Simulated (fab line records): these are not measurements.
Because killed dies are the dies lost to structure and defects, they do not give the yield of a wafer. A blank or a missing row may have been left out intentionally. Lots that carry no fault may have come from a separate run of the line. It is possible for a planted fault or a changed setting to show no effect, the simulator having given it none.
What tool caused it?    flow berkeley cmos170    39 wafers from 13 lots sampled at 2 of the route's 331 steps

WHAT THE GAUGES READ, wafer by wafer
UCB170_CONTACT_CD_MEAS_15: the cd target is 700 nm. Usual: cd nm at 699.9 nm, with a standard deviation of 1.5.
lot   measured      on         cd nm (nm)         flag
L571  day 7 22:26   cd sem-02  698.0 698.2 700.7  
L572  day 7 22:44   cd sem-02  701.4 701.8 701.5  
L576  day 8 11:53   cd sem-02  747.4 747.7 746.3  OFF
L582  day 10 06:30  cd sem-01  700.3 701.3 701.3  
L584  day 10 07:13  cd sem-02  700.3 700.9 700.4  
L585  day 10 07:23  cd sem-02  700.3 701.1 701.4  
L586  day 10 18:08  cd sem-02  701.1 700.3 701.0  
L587  day 11 00:40  cd sem-02  699.8 700.0 699.3  
L588  day 11 06:47  cd sem-01  700.0 698.4 699.1  
L589  day 11 07:04  cd sem-01  700.0 701.0 701.5  
L592  day 12 00:38  cd sem-01  697.4 698.1 699.4  
L591  day 12 01:11  cd sem-01  699.6 700.3 701.4  
L590  day 12 02:59  cd sem-01  702.3 701.0 701.5  

TOOL THAT RAN EACH LOT (tool first, then ch and the chambers of the sampled wafers, then the start)
lot   UCB170_CONTACT_EXPOSE_12
L571  krf scanner-01 ch 0, day 7 22:01
L572  krf scanner-02 ch 0, day 7 22:21
L576  krf scanner-01 ch 0, day 8 11:26
L582  krf scanner-01 ch 0, day 10 06:04
L584  krf scanner-02 ch 0, day 10 06:20
L585  krf scanner-01 ch 0, day 10 06:34
L586  krf scanner-01 ch 0, day 10 17:35
L587  krf scanner-01 ch 0, day 11 00:16
L588  krf scanner-01 ch 0, day 11 05:51
L589  krf scanner-01 ch 0, day 11 06:14
L592  krf scanner-02 ch 0, day 12 00:05
L591  krf scanner-01 ch 0, day 12 00:30
L590  krf scanner-01 ch 0, day 12 02:20
- UCB170_CONTACT_EXPOSE_12: exposes mask CONT, target cd 700 nm.

AS READ BY THE TOOLS THEMSELVES (means over the sampled wafers that have a number; for cases with no such wafer, the mark the record gives instead)
UCB170_CONTACT_EXPOSE_12. Usual: exposure dose mJ cm2 35.04, standard deviation 0.034; stage vel mm s 500.02 mm/s, standard deviation 0.26.
lot   tool            exposure dose mJ cm2  stage vel mm s (mm/s)  flag
L571  krf scanner-01  35.06                 500.26                 
L572  krf scanner-02  35.04                 500.27                 
L576  krf scanner-01  35.02                 499.78                 
L582  krf scanner-01  35.03                 499.99                 
L584  krf scanner-02  35.08                 499.87                 
L585  krf scanner-01  35.00                 500.39                 
L586  krf scanner-01  35.03                 500.12                 
L587  krf scanner-01  35.05                 499.90                 
L588  krf scanner-01  35.08                 499.89                 
L589  krf scanner-01  35.08                 499.92                 
L592  krf scanner-02  35.01                 499.88                 
L591  krf scanner-01  35.07                 500.08                 
L590  krf scanner-01  35.07                 499.63                 

THE ANSWER, worked out from the rows above alone
Rule: a lot counts as off when the mean over its wafers that have a number is more than 3 standard deviations away from the usual mean. A lot without any number at a reading at which 4 lots or more have one is off too. All remaining lots with rows at the step are treated as sound. After the gauges, taken in route order, come the tools' own readings; for these a lot's mean is taken, as printed above. The first step at which some lot is off is used, and at that step the reading that is off furthest; a lot without a number counts as furthest.
Off, at UCB170_CONTACT_CD_MEAS_15 on cd nm: L576.
A tool fits if, at a process step before that reading, it ran every lot that is off, and no sound lot after the first of them. The gauges at UCB170_CONTACT_CD_MEAS_15 are tried like those tools. None of those tried fits.

WHAT THE SIMULATOR HAD INSERTED
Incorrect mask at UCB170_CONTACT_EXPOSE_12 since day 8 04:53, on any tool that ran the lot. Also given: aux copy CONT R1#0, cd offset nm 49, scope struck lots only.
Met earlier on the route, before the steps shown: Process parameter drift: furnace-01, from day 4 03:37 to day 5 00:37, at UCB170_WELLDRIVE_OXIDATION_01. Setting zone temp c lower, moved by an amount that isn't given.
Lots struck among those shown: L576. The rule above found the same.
